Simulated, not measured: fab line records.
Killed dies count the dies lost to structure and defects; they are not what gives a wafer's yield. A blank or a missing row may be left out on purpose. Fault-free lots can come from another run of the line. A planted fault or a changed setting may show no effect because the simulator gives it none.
What tool caused it?	flow berkeley_cmos170	at 1 step of a route of 331, 15 lots with 45 wafers sampled

## WHAT THE GAUGES READ, wafer by wafer
Not one reading of a measure or inspect step in the record can be checked against a usual standard deviation.

## EACH LOT AND THE TOOL THAT RAN IT (in order: tool; ch and the chambers of the sampled wafers; start)
lot	UCB170_NVT_EXPOSE_03
L316	krf_scanner-01 ch 0, day 5 01:58
L319	krf_scanner-01 ch 0, day 5 23:10
L320	krf_scanner-02 ch 0, day 6 07:16
L321	krf_scanner-02 ch 0, day 6 07:40
L322	krf_scanner-01 ch 0, day 6 17:12
L323	krf_scanner-02 ch 0, day 6 17:29
L324	krf_scanner-02 ch 0, day 7 02:46
L325	krf_scanner-02 ch 0, day 7 07:02
L332	krf_scanner-01, day 8 22:37
L333	krf_scanner-02, day 8 23:08
L334	krf_scanner-01, day 9 08:16
L339	krf_scanner-01 ch 0, day 9 16:06
L337	krf_scanner-01 ch 0, day 9 16:20
L336	krf_scanner-02 ch 0, day 9 16:34
L338	krf_scanner-02 ch 0, day 9 16:43
- UCB170_NVT_EXPOSE_03: exposes mask PWELL, target cd 3000 nm.

## AS READ BY THE TOOLS THEMSELVES (means over the sampled wafers that have a number; for cases with no such wafer, the mark the record gives instead)
UCB170_NVT_EXPOSE_03.
lot	tool	exposure_dose_mJ_cm2	focus_offset_nm (nm)
L316	krf_scanner-01	29.984	0.2
L319	krf_scanner-01	30.006	-1.4
L320	krf_scanner-02	29.964	0.3
L321	krf_scanner-02	30.014	0.1
L322	krf_scanner-01	29.990	-0.2
L323	krf_scanner-02	30.014	0.4
L324	krf_scanner-02	29.990	0.8
L325	krf_scanner-02	30.000	-0.0
L332	krf_scanner-01	-	-
L333	krf_scanner-02	-	-
L334	krf_scanner-01	-	-
L339	krf_scanner-01	29.955	0.9
L337	krf_scanner-01	29.998	-0.0
L336	krf_scanner-02	29.980	-0.7
L338	krf_scanner-02	29.988	-0.2

## THE ANSWER, worked out from the rows above alone
Rule: usual is defined by the lots themselves. Put in order of their means at a reading, lots are off if they are a third of the lots or fewer, leave a main group of 4 or more, and stand apart from it by a gap of 3 or more times the standard deviation of the main group's means; of several such gaps the widest counts. A main group is skipped when, at the precision printed for the reading in the tables above, its means are all equal. A lot without any number at a reading at which 4 lots or more have one is off too. The other lots that the step has rows for count as sound. The gauges are gone through in route order, then the tools' own readings, and for those a lot's mean is taken as printed above. At the first step where some lot is off, the reading lying furthest off is the one used; lots without a number count as furthest.
Off at UCB170_NVT_EXPOSE_03 (exposure_dose_mJ_cm2): L332, L333, L334. Without a number there: L332, L333, L334. For the main group the mean is 29.990 and the standard deviation 0.017.
A tool fits if, at that step or a process step before it, it ran every lot that is off, and no sound lot after the first of them. None of those tried fits.

## WHAT THE SIMULATOR HAD PUT IN
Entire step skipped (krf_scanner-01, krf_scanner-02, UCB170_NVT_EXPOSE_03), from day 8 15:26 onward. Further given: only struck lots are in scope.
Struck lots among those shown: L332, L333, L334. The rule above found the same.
